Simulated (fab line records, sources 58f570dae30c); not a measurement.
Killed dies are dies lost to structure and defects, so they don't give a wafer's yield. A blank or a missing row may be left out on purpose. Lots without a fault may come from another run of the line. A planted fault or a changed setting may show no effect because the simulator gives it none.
Split-lot experiment | flow berkeley_cmos170 | 5 lots, 23 wafers read, on a route of 331 steps

THE SPLIT
At UCB170_ZERO_COAT_01 (resist thk 900 nm), the setting resist_thk_nm was moved away from the recipe's 900 nm on 10 of the 23 wafers read, by -4.3% to +4.8%. The other wafers ran this setting at the recipe's value.

The reading is taken at the split's own step.

THE READING
KrF_of_ZERO_COAT_01.thk_nm (the simulator's own value, which no gauge read), in nm, at UCB170_ZERO_COAT_01 (resist thk 900 nm). The file gives no usual value for it. The 13 wafers here that ran the recipe average 898.3 nm, standard deviation 1.8 nm.

wafer  | tool, chamber at the split | resist_thk_nm as run, nm | against the recipe | KrF_of_ZERO_COAT_01.thk_nm, nm | against lot-mates on the recipe
L077.1 | litho_track-03, 0          | 900                      | recipe             | 897.6                          | -
L077.2 | litho_track-03, 0          | 900                      | recipe             | 897.7                          | -
L077.3 | litho_track-03, 0          | 943.5                    | +4.8%              | 940.4                          | +42.1
L077.5 | litho_track-03, 0          | 943.5                    | +4.8%              | 943.3                          | +45.0
L077.6 | litho_track-03, 0          | 900                      | recipe             | 899.6                          | -
L078.1 | litho_track-03, 0          | 900                      | recipe             | 899.3                          | -
L078.4 | litho_track-03, 0          | 900                      | recipe             | 897.6                          | -
L078.5 | litho_track-03, 0          | 900                      | recipe             | 898.5                          | -
L081.1 | litho_track-04, 0          | 861.7                    | -4.3%              | 861.9                          | -38.9
L081.2 | litho_track-04, 0          | 900                      | recipe             | 901.7                          | -
L081.3 | litho_track-04, 0          | 861.7                    | -4.3%              | 861.1                          | -39.6
L081.4 | litho_track-04, 0          | 900                      | recipe             | 899.8                          | -
L081.6 | litho_track-04, 0          | 861.7                    | -4.3%              | 860.3                          | -40.5
L082.1 | litho_track-03, 0          | 883.4                    | -1.8%              | 878                            | -17.9
L082.2 | litho_track-03, 0          | 900                      | recipe             | 894                            | -
L082.3 | litho_track-03, 0          | 900                      | recipe             | 897.1                          | -
L082.5 | litho_track-03, 0          | 900                      | recipe             | 896.6                          | -
L082.6 | litho_track-03, 0          | 883.4                    | -1.8%              | 876.7                          | -19.2
L085.1 | litho_track-03, 0          | 939.8                    | +4.4%              | 942.1                          | +42.7
L085.2 | litho_track-03, 0          | 939.8                    | +4.4%              | 939.3                          | +39.9
L085.3 | litho_track-03, 0          | 900                      | recipe             | 899.2                          | -
L085.4 | litho_track-03, 0          | 939.8                    | +4.4%              | 941.8                          | +42.4
L085.5 | litho_track-03, 0          | 900                      | recipe             | 899.6                          | -

THE FIT
A straight line over all 23 wafers: KrF_of_ZERO_COAT_01.thk_nm changes by +9.25 nm for each +1% of resist_thk_nm; r = +1.00; the points scatter about the line by 2.3 nm.
The same after taking each lot's own level away (the mean of its wafers on the recipe; 23 wafers): +9.31 nm for each +1%; r = +1.00; scatter 1.2 nm.
On that fit, the largest move of resist_thk_nm shifts the reading by 45 nm.
The lots' own levels span 895.90 to 900.75 nm, that is 2.7 times the standard deviation above.
So the lot-to-lot level changes the slope little: the two slopes agree.
Check: with one of the wafers moved furthest among these (+4.8%) left out of the fit, the line predicts +45.3 nm for it against its lot-mates. It came out at +42.1 nm against them.

THE WHOLE CHAIN: every reading that the file lists as answering this split, in the file's order
step                 | what it does      | reading                                                                     | change (the file's fit)              | r (the file's)
UCB170_ZERO_COAT_01  | resist thk 900 nm | KrF_of_ZERO_COAT_01.thk_nm (the simulator's own value, which no gauge read) | +9.28 nm for each +1% of the setting | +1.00
UCB170_ZERO_STRIP_07 | strips in O2      | strip_time_to_endpoint_s                                                    | withheld for each +1% of the setting | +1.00

THE FILE'S OWN FIT
KrF_of_ZERO_COAT_01.thk_nm changes by +9.28 nm for each +1% of resist_thk_nm, r = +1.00.
